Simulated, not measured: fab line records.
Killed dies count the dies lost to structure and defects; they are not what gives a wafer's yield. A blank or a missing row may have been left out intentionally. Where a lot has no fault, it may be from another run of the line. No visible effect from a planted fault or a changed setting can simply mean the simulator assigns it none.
Check for tools in common -- flow rit_cmos -- 13 lots, 39 wafers sampled

== REASON FOR OPENING ==
At RIT_GATE_CD_MEAS_16 the reading cd_nm is flagged on 1 of 13 lots. No-fault wafers: 149.8 nm, standard deviation 2.4.
Rule: a lot gets a flag if all its wafers with a number sit over 4 standard deviations from that mean, or if no wafer of it has a number. The other lots count as sound.

lot,measured,on,"cd_nm (nm), wafer by wafer",flag
L938,day 2 15:45,cd_sem-02,146.9 146.8 148.4,
L939,day 3 00:52,cd_sem-02,147.5 150.3 145.9,
L940,day 3 05:25,cd_sem-01,147.9 147.5 147.6,
L941,day 3 08:49,cd_sem-02,152.1 152.9 152.3,
L943,day 3 19:52,cd_sem-02,144.5 146.1 146.8,
L944,day 3 23:52,cd_sem-02,148.4 149.0 146.5,
L947,day 4 13:42,cd_sem-02,138.0 136.0 135.6,FLAGGED
L948,day 4 17:02,cd_sem-01,151.6 151.5 151.0,
L950,day 5 01:28,cd_sem-01,149.6 150.9 152.9,
L955,day 6 03:53,cd_sem-01,145.4 147.0 147.3,
L956,day 6 09:16,cd_sem-02,149.1 148.9 147.5,
L957,day 6 16:36,cd_sem-01,147.0 149.8 150.3,
L958,day 6 19:55,cd_sem-02,151.7 150.4 153.5,
The mean of the flagged lots' numbers is 136.5 nm, -13.3 nm from the usual (-6 standard deviations).

== EACH LOT AND THE TOOL IT RAN ON ==
The record keeps 1 process step preceding the reading, out of 202 steps on the route. Read each cell as the tool, then ch plus the chambers that the sampled wafers visited, then the start.
lot,flag,RIT_GATE_EXPOSE_13
L938,,"iline_stepper-02 ch 0, day 2 15:21"
L939,,"iline_stepper-01 ch 0, day 3 00:28"
L940,,"iline_stepper-01 ch 0, day 3 05:01"
L941,,"iline_stepper-01 ch 0, day 3 08:25"
L943,,"iline_stepper-01 ch 0, day 3 19:28"
L944,,"iline_stepper-01 ch 0, day 3 23:28"
L947,FLAGGED,"iline_stepper-01 ch 0, day 4 13:17"
L948,,"iline_stepper-02 ch 0, day 4 16:38"
L950,,"iline_stepper-01 ch 0, day 5 01:04"
L955,,"iline_stepper-02 ch 0, day 6 03:29"
L956,,"iline_stepper-01 ch 0, day 6 08:52"
L957,,"iline_stepper-01 ch 0, day 6 16:12"
L958,,"iline_stepper-01 ch 0, day 6 19:31"
What these steps do:
- RIT_GATE_EXPOSE_13: exposes mask M6, target cd 150 nm.
- RIT_GATE_CD_MEAS_16: target cd 150 nm.

== FLAGGED AGAINST TOTAL, ONE TOOL AT A TIME (gauges that did the reading follow at the end) ==
step,tool,lots run,flagged,share of the flagged lots,sound lots run after its first flagged lot
RIT_GATE_EXPOSE_13,iline_stepper-01,10,1,all,"4 (L950,L956,L957,L958)"
RIT_GATE_EXPOSE_13,iline_stepper-02,3,0,none,-
RIT_GATE_CD_MEAS_16,cd_sem-01,5,0,none,-
RIT_GATE_CD_MEAS_16,cd_sem-02,8,1,all,"2 (L956,L958)"

== WHAT IS ALLOWED BY THE TABLE ==
Rows of the table that ran all the flagged lots, 2 in number: iline_stepper-01 at RIT_GATE_EXPOSE_13; cd_sem-02 at RIT_GATE_CD_MEAS_16.
- iline_stepper-01 at RIT_GATE_EXPOSE_13: 1 of its 10 lots flagged. Sound lots followed the first flagged one (L950, L956, L957, L958) on it, something a lasting fault affecting the whole tool could not allow.
- cd_sem-02 at RIT_GATE_CD_MEAS_16: 1 of its 8 lots flagged. Sound lots followed the first flagged one (L956, L958) on it, something a lasting fault affecting the whole tool could not allow.
No row of the table ran every flagged lot and no sound lot after the first.

== WHAT WAS PUT IN BY THE SIMULATOR ==
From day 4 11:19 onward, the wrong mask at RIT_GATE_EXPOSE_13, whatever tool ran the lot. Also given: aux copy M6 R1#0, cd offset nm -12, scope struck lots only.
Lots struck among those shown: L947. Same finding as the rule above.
